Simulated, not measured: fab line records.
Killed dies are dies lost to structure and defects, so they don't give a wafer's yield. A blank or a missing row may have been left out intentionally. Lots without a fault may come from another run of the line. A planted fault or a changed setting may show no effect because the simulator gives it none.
Comparing a struck lot with a sound one ; flow rit_cmos ; 15 steps out of a route of 202
Sound: wafers L650.1, L650.3, L650.4. Struck: wafers L655.1, L655.4, L655.5. At the end, the cause is stated.
Per side, at each step with rows, come the tool, then ch with its chambers, and then its first start. Under that, the readings that differ: sound wafers ; struck wafers ; difference of the means ; sigmas: that difference in standard deviations of wafers without a fault.
alike: readings whose means differ by less than 2 such deviations, and words and numbers that are the same on both sides. not compared: withheld readings, readings that some wafer has no value for, bounds like >300 that may hide the same value, and numbers for which the record gives no deviation and whose values overlap.
Wherever a step has rows on one side only, a row that says differs or no value, or a row with sigmas, the two part there. When numbers do not overlap yet have no deviation, they are printed without sigmas and do not part them. A reading missing from all wafers of one side parts the sides only when that side holds two or more wafers.

RIT_M1_SPUTTER_00: material Al, target thk 400 nm, time 477.1 s.
  sound on pvd_sputter-01 at day 5 18:05; struck on pvd_sputter-01 at day 7 02:18
  alike: throttle_valve_pct
RIT_M1_RS_MEAS_01: measures by four-point-probe.
  sound on film_metro-03 at day 5 18:23; struck on film_metro-01 at day 7 02:35
  alike: M1_AL_RS
RIT_M1_THK_MEAS_02: measures by xrf.
  sound on film_metro-03 at day 5 18:30; struck on film_metro-01 at day 7 02:43
  alike: M1_AL_THK
then, 6 steps without rows for these wafers: RIT_M1_HMDS_03 (prime time 60 s); RIT_M1_COAT_04 (resist thk 1300 nm); RIT_M1_SOFTBAKE_05 (time 60 s); RIT_M1_EXPOSE_06 (exposes mask M12, target cd 2600 nm); RIT_M1_PEB_07; RIT_M1_DEVELOP_08 (develop time 68 s).
RIT_M1_CD_MEAS_09: the cd target is 2600 nm.
  sound on cd_sem-01 at day 5 19:34; struck on cd_sem-01 at day 7 03:40
  alike: cd_nm
RIT_M1_OVL_MEAS_10:
  sound on overlay-02 at day 5 19:41; struck on overlay-02 at day 7 03:47
  alike: M1_OVL
then, 1 step without rows for these wafers: RIT_M1_HARDBAKE_11 (time 120 s).
RIT_M1_METAL_ETCH_12: etches Al in Cl2/BCl3, stops on SiO2, time 165 s, target depth 600 nm.
  sound on rie_metal-04 ch 0,1, day 5 19:59; struck on rie_metal-03 ch 0,1, day 7 04:04
reading;sound;struck;difference;sigmas
oes_product_au (a.u.);0.781 0.770 0.765;0.982 0.984 0.989;+0.213;+11
run_length_s (s);192.8 192.9 194.1;151.8 151.6 151.8;-41.5;-99 or more
throttle_valve_pct (%);8.29 8.27 8.22;8.05 8.06 8.03;-0.21;-2
model.NOVOLAK_of_M1_COAT_04.thk_nm (nm);808 813.7 811;891.8 889.1 886.4;+78.2;
model.M1.feature_depth_nm (nm);415.4 410.7 410.8;405.7 405.7 406;-6.5;
  alike: drypump_motor_current_A
  not compared: rf_hours_counter_h, model.SiO2_of_CONTACT_CVD_00.thk_nm
then, 1 step without rows for these wafers: RIT_M1_STRIP_13 (strips in nmp, time 600 s).
RIT_M1_PROBE_99:
  sound on prober-01 at day 5 22:14; struck on prober-02 at day 7 06:19
  alike: defect_limited_yield, killed_at_front_end, killed_dies, killed_open, killed_short, sort_bin_3_pad_short, sort_bin_5_function, sort_bin_6_memory, sort_n_pass, sort_yield_pct

WHERE THEY PART
RIT_M1_METAL_ETCH_12 only, going by this record. Later steps at which nothing parts them and some readings are alike: RIT_M1_PROBE_99.

WHY: the cause the simulator had injected
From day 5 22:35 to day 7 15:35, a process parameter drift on rie_metal-03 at RIT_M1_METAL_ETCH_12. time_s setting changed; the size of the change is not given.
